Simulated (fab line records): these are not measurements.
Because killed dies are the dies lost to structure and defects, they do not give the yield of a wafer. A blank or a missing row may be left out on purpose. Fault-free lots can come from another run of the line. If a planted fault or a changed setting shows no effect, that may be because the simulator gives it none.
Code-filled problem report in 8D (eight disciplines) form -- flow berkeley cmos170 -- the parts of the form that need people (team, actions taken, sign-off) are left out

## 1. THE ISSUE
Mean NWELL_OVL at UCB170_NWELL_OVL_MEAS_12: 1028 nm over 12 wafers in 4 lots; fault-free wafers: 4 nm, standard deviation 5.5. That is +99 or more standard deviations from the usual mean.
Seen first at day 3 17:53 on overlay-01, wafer L344.1. The record has a number at this step for 48 wafers belonging to 16 lots. By rule, "out" or "out of limits" means more than 4 standard deviations away from the usual mean. The rest of the wafers with a number are treated as sound.

## 2. WHAT IT IS AND WHAT IT IS NOT
question,is,is not
which readings at this step,NWELL_OVL,-
which lots,"L344, L347, L348, L350","L337, L338, L339, L340, L341, L342, L343, L352, L353, L356, L358, L360"
which wafers of those lots,all that have a number,-
read on which gauges,"overlay-01, overlay-02",-
when,from day 3 17:53,"up to then (21 sound wafers); but 15 sound wafers of L352, L353, L356, L358, L360 came after"

## 3. SUSPECTS, AND WHAT RULES EACH OUT
Counting: a tool stays on the suspect list if, at a process step up to the reading, it processed all lots that are out and no sound lot following the first of them.
- ruled out: the gauge at UCB170_NWELL_OVL_MEAS_12. The wafers that are out were read on 2 gauges (overlay-01, overlay-02).
- krf scanner-01 at UCB170_NWELL_EXPOSE_09 (exposes mask NWELL, target cd 3000 nm): kept. Every lot that is out went through it, starting with L344 (day 3 17:29), and after that it ran no sound lot; the last sound lot it ran before then is L343 (day 3 13:29).
The count leaves krf scanner-01 at UCB170_NWELL_EXPOSE_09.

## 4. THE CAUSE (what the simulator had put in)
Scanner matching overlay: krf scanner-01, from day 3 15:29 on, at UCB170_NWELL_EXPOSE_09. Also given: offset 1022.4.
Only this tool survived the counting.

## 5. SEQUENCE OF EFFECTS, ordered by route
One row per reading whose mean, taken over the struck wafers that have a number, lies over 3 standard deviations from the usual. Readings are gone through only where the record gives a usual standard deviation; hours: the median, over the lots, of the time from a lot's start at the first step in this table giving one to that lot's start at this step; sigmas: the change measured in usual standard deviations.
hours,step,reading,usual,on struck wafers,change,sigmas
0,UCB170_NWELL_OVL_MEAS_12,NWELL_OVL,4 nm,1028,+1024,+99 or more

## 6. HOW IT WOULD HAVE BEEN CAUGHT EARLIER
In this record the first reading out of limits at a measuring or inspecting step was taken at day 3 17:53, 2 hours after the fault began at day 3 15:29.
Tool readings at UCB170_NWELL_EXPOSE_09 with a usual standard deviation given in the record: none out on any struck wafer, hence no alarm at a limit of 4 standard deviations on them.
L347, L348, L350, from the lots that are out (4), started UCB170_NWELL_EXPOSE_09 on krf scanner-01 later than day 3 17:53. A hold on the tool at that time would have spared those 3.
